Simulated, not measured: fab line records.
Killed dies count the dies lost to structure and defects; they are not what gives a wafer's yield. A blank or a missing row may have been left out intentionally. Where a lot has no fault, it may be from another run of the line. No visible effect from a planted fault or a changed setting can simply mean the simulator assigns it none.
Split-lot trial / flow berkeley-cmos170 / 5 lots, 23 wafers read, on a route of 331 steps

== ON THE SPLIT ==
At UCB170_GATE_PEB_10, the setting peb-temp-c was moved away from the recipe's 130 C on 9 of the 23 wafers read, by -1.9% to +2.8%. For the rest of the wafers, this setting stayed at what the recipe calls for.

== FROM THE SPLIT ON TO THE READING: in between, the file shows 1 step ==
- UCB170_GATE_DEVELOP_11: develop time 45 s

== THE READING ==
cd-nm (nm) at UCB170_GATE_CD_MEAS_12, where the cd target is 350 nm. On this fab line, fault-free wafers typically give 349.6 nm with a standard deviation of 1.1 nm.

wafer=L075.1; tool, chamber at the split=litho-track-01, 0; peb-temp-c as run, C=133.7; against the recipe=+2.8%; cd-nm, nm=328.0; against lot-mates on the recipe=-20.1
wafer=L075.2; tool, chamber at the split=litho-track-01, 0; peb-temp-c as run, C=130; against the recipe=recipe; cd-nm, nm=348.1; against lot-mates on the recipe=-
wafer=L075.3; tool, chamber at the split=litho-track-01, 0; peb-temp-c as run, C=133.7; against the recipe=+2.8%; cd-nm, nm=329.0; against lot-mates on the recipe=-19.1
wafer=L075.4; tool, chamber at the split=litho-track-01, 0; peb-temp-c as run, C=130; against the recipe=recipe; cd-nm, nm=348.2; against lot-mates on the recipe=-
wafer=L075.6; tool, chamber at the split=litho-track-01, 0; peb-temp-c as run, C=133.7; against the recipe=+2.8%; cd-nm, nm=327.6; against lot-mates on the recipe=-20.5
wafer=L074.1; tool, chamber at the split=litho-track-04, 0; peb-temp-c as run, C=130; against the recipe=recipe; cd-nm, nm=352.4; against lot-mates on the recipe=-
wafer=L074.2; tool, chamber at the split=litho-track-04, 0; peb-temp-c as run, C=127.5; against the recipe=-1.9%; cd-nm, nm=371.2; against lot-mates on the recipe=+19.7
wafer=L074.3; tool, chamber at the split=litho-track-04, 0; peb-temp-c as run, C=127.5; against the recipe=-1.9%; cd-nm, nm=370.1; against lot-mates on the recipe=+18.6
wafer=L074.4; tool, chamber at the split=litho-track-04, 0; peb-temp-c as run, C=130; against the recipe=recipe; cd-nm, nm=350.8; against lot-mates on the recipe=-
wafer=L074.6; tool, chamber at the split=litho-track-04, 0; peb-temp-c as run, C=130; against the recipe=recipe; cd-nm, nm=351.4; against lot-mates on the recipe=-
wafer=L077.1; tool, chamber at the split=litho-track-02, 0; peb-temp-c as run, C=130; against the recipe=recipe; cd-nm, nm=350.4; against lot-mates on the recipe=-
wafer=L077.2; tool, chamber at the split=litho-track-02, 0; peb-temp-c as run, C=131.6; against the recipe=+1.2%; cd-nm, nm=340.1; against lot-mates on the recipe=-8.9
wafer=L077.3; tool, chamber at the split=litho-track-02, 0; peb-temp-c as run, C=130; against the recipe=recipe; cd-nm, nm=348.6; against lot-mates on the recipe=-
wafer=L077.5; tool, chamber at the split=litho-track-02, 0; peb-temp-c as run, C=131.6; against the recipe=+1.2%; cd-nm, nm=340.4; against lot-mates on the recipe=-8.6
wafer=L077.6; tool, chamber at the split=litho-track-02, 0; peb-temp-c as run, C=130; against the recipe=recipe; cd-nm, nm=348.0; against lot-mates on the recipe=-
wafer=L083.2; tool, chamber at the split=litho-track-02, 0; peb-temp-c as run, C=130; against the recipe=recipe; cd-nm, nm=350.6; against lot-mates on the recipe=-
wafer=L083.4; tool, chamber at the split=litho-track-02, 0; peb-temp-c as run, C=130; against the recipe=recipe; cd-nm, nm=349.3; against lot-mates on the recipe=-
wafer=L083.6; tool, chamber at the split=litho-track-02, 0; peb-temp-c as run, C=130; against the recipe=recipe; cd-nm, nm=349.9; against lot-mates on the recipe=-
wafer=L082.1; tool, chamber at the split=litho-track-02, 0; peb-temp-c as run, C=130; against the recipe=recipe; cd-nm, nm=349.1; against lot-mates on the recipe=-
wafer=L082.2; tool, chamber at the split=litho-track-02, 0; peb-temp-c as run, C=130; against the recipe=recipe; cd-nm, nm=348.4; against lot-mates on the recipe=-
wafer=L082.3; tool, chamber at the split=litho-track-02, 0; peb-temp-c as run, C=132.5; against the recipe=+1.9%; cd-nm, nm=333.9; against lot-mates on the recipe=-14.7
wafer=L082.4; tool, chamber at the split=litho-track-02, 0; peb-temp-c as run, C=130; against the recipe=recipe; cd-nm, nm=348.4; against lot-mates on the recipe=-
wafer=L082.6; tool, chamber at the split=litho-track-02, 0; peb-temp-c as run, C=132.5; against the recipe=+1.9%; cd-nm, nm=332.8; against lot-mates on the recipe=-15.8

FIT RESULTS
A straight line over all 23 wafers: cd-nm changes by -8.51 nm for each +1% of peb-temp-c; r = -0.99; the points scatter about the line by 2 nm.
The same after taking each lot's own level away (the mean of its wafers on the recipe; 23 wafers): -7.89 nm for each +1%; r = -0.99; scatter 1.5 nm.
The reading moves by 22 nm for the largest change in peb-temp-c, on that fit.
The lots' own levels span 348.15 to 351.53 nm, that is 3.1 times the standard deviation above.
So the lot-to-lot level changes the slope little: the two slopes agree.
Check: for one of the wafers moved furthest among these (+2.8%), held out of the fit, the line's prediction against its lot-mates is -22.1 nm. Against them it came out at -20.1 nm.

== THE OTHER SPLITS THESE WAFERS WENT THROUGH ==
Other splits were also applied to these wafers ahead of the reading. Each is held against what the fit with the lots' levels taken away leaves over:
other split on the same wafers=UCB170_START_OXIDATION_02 temp-c; wafers away from the commonest value=10; r with cd-nm (lot level and that fit taken away)=-0.16

== THE FILE'S OWN FIT ==
cd-nm changes by -7.86 nm for each +1% of peb-temp-c, r = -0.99.
